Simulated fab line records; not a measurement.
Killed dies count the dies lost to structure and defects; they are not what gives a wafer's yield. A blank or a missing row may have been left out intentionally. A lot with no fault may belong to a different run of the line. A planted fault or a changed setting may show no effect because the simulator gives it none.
Comparing a struck lot with a sound one | flow berkeley-cmos170 | 25 out of 331 route steps
Sound: the wafers L615.2, L615.5, L615.6. Struck: wafer L624.2. The cause comes at the end.
For every step that has rows: the tool of each side, followed by ch and its chambers, followed by its first start. Under that, the readings that differ: sound wafers | struck wafers | difference of the means | sigmas: that difference in standard deviations of wafers without a fault.
alike: same words and numbers on both sides, and readings whose means sit less than 2 such deviations apart. not compared: any withheld reading, any reading some wafer has no value for, any bound like >300 that may hide the same value, and any number with overlapping values for which the record gives no deviation.
Wherever a step has rows on one side only, a row that says differs or no value, or a row with sigmas, the two part there. When numbers do not overlap yet have no deviation, they are printed without sigmas and do not part them. A reading that every wafer of one side lacks parts them only if that side has two wafers or more.

first, 5 steps without rows for these wafers: UCB170_CONTACT_COAT_10 (resist thk 900 nm); UCB170_CONTACT_SOFTBAKE_11 (time 60 s); UCB170_CONTACT_EXPOSE_12 (exposes mask CONT, target cd 700 nm); UCB170_CONTACT_PEB_13; UCB170_CONTACT_DEVELOP_14 (develop time 45 s).
UCB170_CONTACT_CD_MEAS_15 targets a cd of 700 nm.
  sound on cd-sem-02, day 8 02:13; struck on cd-sem-01, day 9 19:04
  alike: cd-nm
UCB170_CONTACT_OVL_MEAS_16:
  sound on overlay-02, day 8 02:19; struck on overlay-01, day 9 19:10
  alike: CONTACT_OVL
UCB170_CONTACT_ETCH_17: etches BARC in N2/H2.
  sound on rie-diel-04 ch 1,2, day 8 02:21; struck on rie-diel-02 ch 0, day 9 19:11
  alike: drypump-motor-current-A, oes-product-au, throttle-valve-pct
UCB170_CONTACT_ETCH_18: etches PSG in CHF3/CF4/Ar, stops on TiSi2, target depth 840 nm, time 195 s.
  sound: rie-diel-04 ch 1,2; struck: rie-diel-02 ch 0
  alike: CHF3_flow_sccm, drypump-motor-current-A, mfc-ar-sccm, oes-product-au, throttle-valve-pct
  not compared: rf-hours-counter-h
UCB170_CONTACT_STRIP_19: strips in O2.
  sound on plasma-asher-02 ch 0,1, day 8 02:31; struck on plasma-asher-04 ch 1, day 9 19:22
  alike: drypump-motor-current-A, oes-product-au
  not compared: rf-hours-counter-h
UCB170_CONTACT_CD_MEAS_90 targets a cd of 700 nm.
  sound on cd-sem-01, day 8 02:38; struck on cd-sem-01, day 9 19:29
  alike: cd-nm
then, 1 step without rows for these wafers: UCB170_CONTACT_CLEAN_20 (cleans in SPM, time 600 s).
UCB170_M1_SPUTTER_00: material Al, target thk 600 nm, time 80 s.
  sound on pvd-sputter-04, day 8 02:55; struck on pvd-sputter-01, day 9 19:53
  reading                               | sound           | struck | difference | sigmas
  model.Al_of_M1_SPUTTER_00.thk-nm (nm) | 608.2 598 591.8 | 871.2  | +271.9     |
  alike: chamber-pressure-pa, throttle-valve-pct
UCB170_M1_RS_MEAS_01: measures by four-point-probe.
  sound on film-metro-02, day 8 02:59; struck on film-metro-02, day 9 20:14
  reading           | sound                | struck | difference | sigmas
  M1_AL_RS (ohm/sq) | 0.0478 0.0487 0.0492 | 0.0333 | -0.0153    | -30
  not compared: hold
UCB170_M1_THK_MEAS_02: measures by xrf.
  sound on film-metro-02, day 8 03:06; struck on film-metro-02, day 10 04:30
  reading        | sound       | struck | difference | sigmas
  M1_AL_THK (nm) | 606 595 592 | 866    | +268       | +43
  not compared: hold
then, 5 steps without rows for these wafers: UCB170_M1_COAT_04 (resist thk 900 nm); UCB170_M1_SOFTBAKE_05 (time 60 s); UCB170_M1_EXPOSE_06 (exposes mask METAL1, target cd 700 nm); UCB170_M1_PEB_07; UCB170_M1_DEVELOP_08 (develop time 45 s).
UCB170_M1_CD_MEAS_09 targets a cd of 700 nm.
  sound on cd-sem-02, day 8 04:08; struck on cd-sem-01, day 10 11:38
  alike: cd-nm
UCB170_M1_OVL_MEAS_10:
  sound on overlay-01, day 8 04:14; struck on overlay-01, day 10 11:45
  alike: M1_OVL
UCB170_M1_ETCH_11: etches BARC in N2/H2.
  sound on rie-diel-01 ch 0,2,3, day 8 04:16; struck on rie-diel-01 ch 2, day 10 11:47
  alike: drypump-motor-current-A, oes-product-au, throttle-valve-pct
UCB170_M1_METAL_ETCH_12: etches Al in Cl2/BCl3, stops on PSG, target depth 780 nm, time 130 s.
  sound on rie-metal-03 ch 0,1, day 8 04:19; struck on rie-metal-03 ch 1, day 10 11:49
  reading               | sound             | struck | difference | sigmas
  oes-product-au (a.u.) | 0.872 0.865 0.866 | 1.005  | +0.137     | +12
  alike: drypump-motor-current-A, throttle-valve-pct
  not compared: rf-hours-counter-h
UCB170_M1_STRIP_13: strips in O2.
  sound on plasma-asher-03 ch 0,1, day 8 04:27; struck on plasma-asher-01 ch 1, day 10 11:57
  alike: drypump-motor-current-A, oes-product-au
  not compared: rf-hours-counter-h

WHERE THEY PART
First at UCB170_M1_RS_MEAS_01; last, within this record, at UCB170_M1_METAL_ETCH_12. Later steps at which nothing parts them and some readings are alike: UCB170_M1_STRIP_13.

WHY: what had been put in by the simulator
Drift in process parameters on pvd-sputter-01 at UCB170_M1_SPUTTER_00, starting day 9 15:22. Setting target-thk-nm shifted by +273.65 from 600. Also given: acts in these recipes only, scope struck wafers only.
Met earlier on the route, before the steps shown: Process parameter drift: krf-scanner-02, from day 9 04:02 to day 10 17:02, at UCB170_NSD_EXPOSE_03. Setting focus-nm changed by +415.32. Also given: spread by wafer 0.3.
